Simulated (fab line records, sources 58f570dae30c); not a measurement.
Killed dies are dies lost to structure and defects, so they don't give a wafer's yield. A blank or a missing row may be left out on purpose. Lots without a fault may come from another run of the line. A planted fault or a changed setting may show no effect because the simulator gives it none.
Which tool did it? | flow berkeley_cmos170 | 14 lots, 42 wafers sampled, at 6 steps of a route of 331

WHAT THE GAUGES READ, wafer by wafer
UCB170_PLDD_OVL_MEAS_07. Usual: PLDD_OVL 3 nm, standard deviation 4.9.
lot  | measured     | on         | PLDD_OVL (nm) | flag
L788 | day 6 04:40  | overlay-01 | 9 18 12       |
L787 | day 6 04:55  | overlay-01 | 2 4 -2        |
L790 | day 6 07:47  | overlay-02 | -1 6 -3       |
L789 | day 6 08:06  | overlay-01 | -1 1 5        |
L793 | day 6 17:07  | overlay-01 | -1 2 10       |
L792 | day 6 17:23  | overlay-02 | 0 7 4         |
L794 | day 7 10:23  | overlay-01 | 6 5 9         |
L798 | day 8 04:37  | overlay-01 | 6 6 -2        |
L799 | day 8 13:40  | overlay-02 | 6 12 17       |
L803 | day 9 07:32  | overlay-02 | 3 -2 2        |
L802 | day 9 07:49  | overlay-01 | 2 4 1         |
L807 | day 10 07:17 | overlay-02 | -5 2 -2       |
L809 | day 10 11:55 | overlay-02 | 6 5 8         |
L810 | day 11 02:46 | overlay-01 | 8 4 -1        |

UCB170_NSD_OVL_MEAS_07. Usual: NSD_OVL 0 nm, standard deviation 5.3.
lot  | measured     | on         | NSD_OVL (nm) | flag
L788 | day 6 15:52  | overlay-02 | -6 1 -4      |
L787 | day 6 16:26  | overlay-01 | 1 -5 -6      |
L790 | day 6 19:21  | overlay-02 | -1 -8 -4     |
L789 | day 6 18:48  | overlay-02 | 0 -5 3       |
L793 | day 7 06:32  | overlay-02 | -2 3 0       |
L792 | day 7 06:03  | overlay-02 | 2 7 -3       |
L794 | day 7 19:32  | overlay-02 | -6 0 6       |
L798 | day 8 13:35  | overlay-02 | 0 -4 0       |
L799 | day 9 01:01  | overlay-01 | -7 -3 0      |
L803 | day 9 17:43  | overlay-02 | 1 0 4        |
L802 | day 9 18:23  | overlay-02 | 0 7 10       |
L807 | day 10 17:42 | overlay-02 | 0 2 -4       |
L809 | day 10 21:47 | overlay-01 | 5 6 6        |
L810 | day 11 13:48 | overlay-01 | -3 2 6       |

UCB170_SDANNEAL_RS_MEAS_02: measures by four-point-probe. Usual: PSD_RS 75.5 ohm/sq, standard deviation 0.31.
lot  | measured     | on            | PSD_RS (ohm/sq) | flag
L788 | day 6 17:40  | film_metro-01 | 75.2 75.5 75.0  |
L787 | day 6 18:02  | film_metro-04 | 75.9 75.7 75.6  |
L790 | day 6 20:58  | film_metro-04 | 76.3 76.1 76.2  |
L789 | day 6 20:13  | film_metro-01 | 75.4 75.3 75.3  |
L793 | day 7 08:09  | film_metro-04 | 75.7 75.5 75.2  |
L792 | day 7 07:38  | film_metro-03 | 75.7 75.8 75.6  |
L794 | day 7 20:55  | film_metro-01 | 75.1 75.4 75.4  |
L798 | day 8 15:13  | film_metro-03 | 75.6 75.4 75.4  |
L799 | day 9 02:24  | film_metro-04 | 75.9 75.6 75.8  |
L803 | day 9 19:20  | film_metro-04 | 83.7 84.1 84.1  | OFF
L802 | day 9 19:58  | film_metro-04 | 84.3 84.1 84.0  | OFF
L807 | day 10 19:14 | film_metro-01 | 75.3 75.5 75.4  |
L809 | day 10 23:10 | film_metro-01 | 74.9 74.8 74.8  |
L810 | day 11 15:32 | film_metro-04 | 75.7 75.4 75.5  |

UCB170_SDANNEAL_RS_MEAS_03: measures by four-point-probe. Usual: NSD_RS 37.26 ohm/sq, standard deviation 0.086.
lot  | measured     | on            | NSD_RS (ohm/sq)   | flag
L788 | day 6 17:47  | film_metro-01 | 37.23 37.17 37.32 |
L787 | day 6 18:10  | film_metro-04 | 37.21 37.15 37.12 |
L790 | day 6 21:05  | film_metro-04 | 37.43 37.28 37.30 |
L789 | day 6 20:20  | film_metro-01 | 37.37 37.29 37.27 |
L793 | day 7 08:16  | film_metro-04 | 37.42 37.31 37.31 |
L792 | day 7 07:45  | film_metro-03 | 37.21 37.30 37.14 |
L794 | day 7 21:02  | film_metro-01 | 37.25 37.13 37.20 |
L798 | day 8 15:20  | film_metro-03 | 37.13 37.12 37.09 |
L799 | day 9 02:31  | film_metro-04 | 37.36 37.27 37.43 |
L803 | day 9 19:28  | film_metro-04 | 38.51 38.55 38.58 | OFF
L802 | day 9 20:05  | film_metro-04 | 38.35 38.42 38.42 | OFF
L807 | day 10 19:22 | film_metro-01 | 37.27 37.32 37.25 |
L809 | day 10 23:17 | film_metro-01 | 37.34 37.34 37.16 |
L810 | day 11 15:39 | film_metro-04 | 37.22 37.33 37.34 |

UCB170_SDANNEAL_RS_MEAS_04: measures by four-point-probe. Usual: PLDD_RS 1030.0 ohm/sq, standard deviation 2.4.
lot  | measured     | on            | PLDD_RS (ohm/sq)     | flag
L788 | day 6 17:54  | film_metro-01 | 1031.3 1031.6 1029.4 |
L787 | day 6 18:17  | film_metro-04 | 1026.5 1031.1 1028.9 |
L790 | day 6 21:13  | film_metro-04 | 1028.9 1026.2 1028.2 |
L789 | day 6 20:27  | film_metro-01 | 1031.2 1031.4 1027.5 |
L793 | day 7 08:23  | film_metro-04 | 1031.9 1027.2 1030.0 |
L792 | day 7 07:52  | film_metro-03 | 1031.4 1031.2 1031.9 |
L794 | day 7 21:10  | film_metro-01 | 1028.2 1031.1 1028.2 |
L798 | day 8 15:28  | film_metro-03 | 1026.0 1027.9 1030.7 |
L799 | day 9 02:38  | film_metro-04 | 1028.9 1026.1 1031.0 |
L803 | day 9 19:35  | film_metro-04 | 1044.3 1042.3 1043.6 | OFF
L802 | day 9 20:13  | film_metro-04 | 1041.9 1043.5 1041.0 | OFF
L807 | day 10 19:29 | film_metro-01 | 1026.3 1026.4 1026.4 |
L809 | day 10 23:24 | film_metro-01 | 1029.6 1029.2 1030.2 |
L810 | day 11 15:46 | film_metro-04 | 1031.3 1031.0 1031.3 |

WHICH TOOL RAN EACH LOT (tool, then ch and the chambers of the sampled wafers, then the start)
lot  | UCB170_SDANNEAL_RTA_01
L788 | rtp_anneal-01 ch 0, day 6 17:35
L787 | rtp_anneal-02 ch 0, day 6 17:59
L790 | rtp_anneal-02 ch 0, day 6 20:55
L789 | rtp_anneal-01 ch 0, day 6 20:09
L793 | rtp_anneal-01 ch 0, day 7 08:05
L792 | rtp_anneal-01 ch 0, day 7 07:32
L794 | rtp_anneal-01 ch 0, day 7 20:52
L798 | rtp_anneal-02 ch 0, day 8 15:10
L799 | rtp_anneal-01 ch 0, day 9 02:20
L803 | rtp_anneal-01 ch 0, day 9 19:16
L802 | rtp_anneal-01 ch 0, day 9 19:54
L807 | rtp_anneal-02 ch 0, day 10 19:11
L809 | rtp_anneal-02 ch 0, day 10 23:07
L810 | rtp_anneal-02 ch 0, day 11 15:28
- UCB170_SDANNEAL_RTA_01: time 5 s.

WHAT THE TOOLS THEMSELVES READ (means of the sampled wafers that have a number; where no wafer has one, the mark that the record gives instead)
UCB170_SDANNEAL_RTA_01. Usual: anneal_temp_c_max 1054.4, standard deviation 0.91; lamp_power_pct 38.0 %, standard deviation 1.2; wafer_temp_C_max 1054.8, standard deviation 2.
lot  | tool          | anneal_temp_c_max | lamp_power_pct (%) | wafer_temp_C_max | flag
L788 | rtp_anneal-01 | 1054.4            | 36.8               | 1056.4           |
L787 | rtp_anneal-02 | 1053.4            | 39.3               | 1053.2           |
L790 | rtp_anneal-02 | 1053.7            | 39.3               | 1053.1           |
L789 | rtp_anneal-01 | 1055.4            | 36.9               | 1056.0           |
L793 | rtp_anneal-01 | 1055.3            | 36.8               | 1055.4           |
L792 | rtp_anneal-01 | 1053.7            | 36.8               | 1055.1           |
L794 | rtp_anneal-01 | 1055.5            | 36.9               | 1055.9           |
L798 | rtp_anneal-02 | 1054.5            | 39.3               | 1053.5           |
L799 | rtp_anneal-01 | 1054.5            | 36.8               | 1057.0           |
L803 | rtp_anneal-01 | 1054.1            | 35.3               | 1056.7           |
L802 | rtp_anneal-01 | 1055.5            | 35.3               | 1056.9           |
L807 | rtp_anneal-02 | 1053.8            | 39.3               | 1052.9           |
L809 | rtp_anneal-02 | 1054.6            | 39.3               | 1052.6           |
L810 | rtp_anneal-02 | 1054.5            | 39.3               | 1052.6           |

THE ANSWER, worked out from the rows above alone
Rule: a lot is off if the mean of its wafers that have a number lies more than 3 standard deviations from the usual mean. A lot without any number at a reading at which 4 lots or more have one is off too. The other lots that the step has rows for count as sound. The gauges are gone through in route order, then the tools' own readings, and for those a lot's mean is taken as printed above. The first step at which some lot is off is used, and at that step the reading that is off furthest; a lot without a number counts as furthest.
Off: L803, L802, at UCB170_SDANNEAL_RS_MEAS_02 (PSD_RS).
A tool fits if, at a process step before that reading, it ran every lot that is off, and no sound lot after the first of them. The gauges at UCB170_SDANNEAL_RS_MEAS_02 are tried like those tools. One fits: rtp_anneal-01 at UCB170_SDANNEAL_RTA_01. Its last sound lot is L799 (day 9 02:20), its first lot that is off L803 (day 9 19:16): a fault that began between those two fits.

WHAT THE SIMULATOR HAD PUT IN
Process parameter drift: rtp_anneal-01, from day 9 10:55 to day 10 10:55, at UCB170_SDANNEAL_RTA_01. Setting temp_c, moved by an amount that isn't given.
Lots struck among those shown: L803, L802. The rule above found the same.
